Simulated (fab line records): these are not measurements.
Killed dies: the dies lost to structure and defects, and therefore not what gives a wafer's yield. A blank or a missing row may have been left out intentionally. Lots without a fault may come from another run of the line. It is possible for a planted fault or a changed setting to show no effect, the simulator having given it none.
Which tool is to blame?	flow rit-cmos	7 lots with 21 wafers sampled at 3 steps, on a route of 202 steps

== WHAT THE GAUGES READ, wafer by wafer ==
RIT_CONTACT_CD_MEAS_08: target cd 1000 nm.
lot	measured	on	cd-nm (nm)
L384	day 4 13:08	cd-sem-02	1002.2 1000.8 1001.6
L387	day 5 13:22	cd-sem-02	999.3 997.8 1000.9
L389	day 6 02:01	cd-sem-02	999.6 1001.5 999.0
L391	day 6 16:19	cd-sem-01	1000.3 1000.2 1000.6
L395	day 7 05:21	cd-sem-02	984.4 981.9 985.0
L396	day 7 07:16	cd-sem-01	998.3 1001.6 998.9
L400	day 7 20:10	cd-sem-02	999.7 1001.2 999.5

== TOOL THAT RAN EACH LOT (tool first, then ch and the chambers of the sampled wafers, then the start) ==
lot	RIT_SDANNEAL_RTA_03	RIT_CONTACT_DEVELOP_07
L384	rtp-anneal-02 ch 0, day 4 10:52	litho-track-03 ch 0, day 4 12:00
L387	rtp-anneal-01 ch 0, day 5 11:13	litho-track-02 ch 0, day 5 13:00
L389	rtp-anneal-01 ch 0, day 5 23:49	litho-track-03 ch 0, day 6 01:00
L391	rtp-anneal-02 ch 0, day 6 13:39	litho-track-03 ch 0, day 6 16:00
L395	rtp-anneal-01 ch 0, day 7 03:12	litho-track-03 ch 0, day 7 05:00
L396	rtp-anneal-01 ch 0, day 7 04:40	litho-track-01 ch 0, day 7 07:00
L400	rtp-anneal-02 ch 0, day 7 18:01	litho-track-02 ch 0, day 7 19:00
- RIT_SDANNEAL_RTA_03: time 5 s.
- RIT_CONTACT_DEVELOP_07: develop time 120 s.

== THE ANSWER, worked out from the rows above alone ==
Rule: usual is defined by the lots themselves. Put in order of their means at a reading, lots are off if they are a third of the lots or fewer, leave a main group of 4 or more, and stand apart from it by a gap of 3 or more times the standard deviation of the main group's means; of several such gaps the widest counts. A main group is skipped when, at the precision printed for the reading in the tables above, its means are all equal. Also off: a lot with no number at a reading for which 4 or more lots have one. Any other lot the step has rows for is counted as sound.
Off at RIT_CONTACT_CD_MEAS_08 (cd-nm): L395. Mean 1000.2 nm and standard deviation 0.7 in the main group.
A tool fits if, at a process step before that reading, it ran every lot that is off, and no sound lot after the first of them. Those tools and the gauges at RIT_CONTACT_CD_MEAS_08 are tried in the same way. One fits: litho-track-03 at RIT_CONTACT_DEVELOP_07. A fault onset in the window from L391 (day 6 16:00, its last sound lot) to L395 (day 7 05:00, its first lot off) fits.

== WHAT HAD BEEN PUT IN BY THE SIMULATOR ==
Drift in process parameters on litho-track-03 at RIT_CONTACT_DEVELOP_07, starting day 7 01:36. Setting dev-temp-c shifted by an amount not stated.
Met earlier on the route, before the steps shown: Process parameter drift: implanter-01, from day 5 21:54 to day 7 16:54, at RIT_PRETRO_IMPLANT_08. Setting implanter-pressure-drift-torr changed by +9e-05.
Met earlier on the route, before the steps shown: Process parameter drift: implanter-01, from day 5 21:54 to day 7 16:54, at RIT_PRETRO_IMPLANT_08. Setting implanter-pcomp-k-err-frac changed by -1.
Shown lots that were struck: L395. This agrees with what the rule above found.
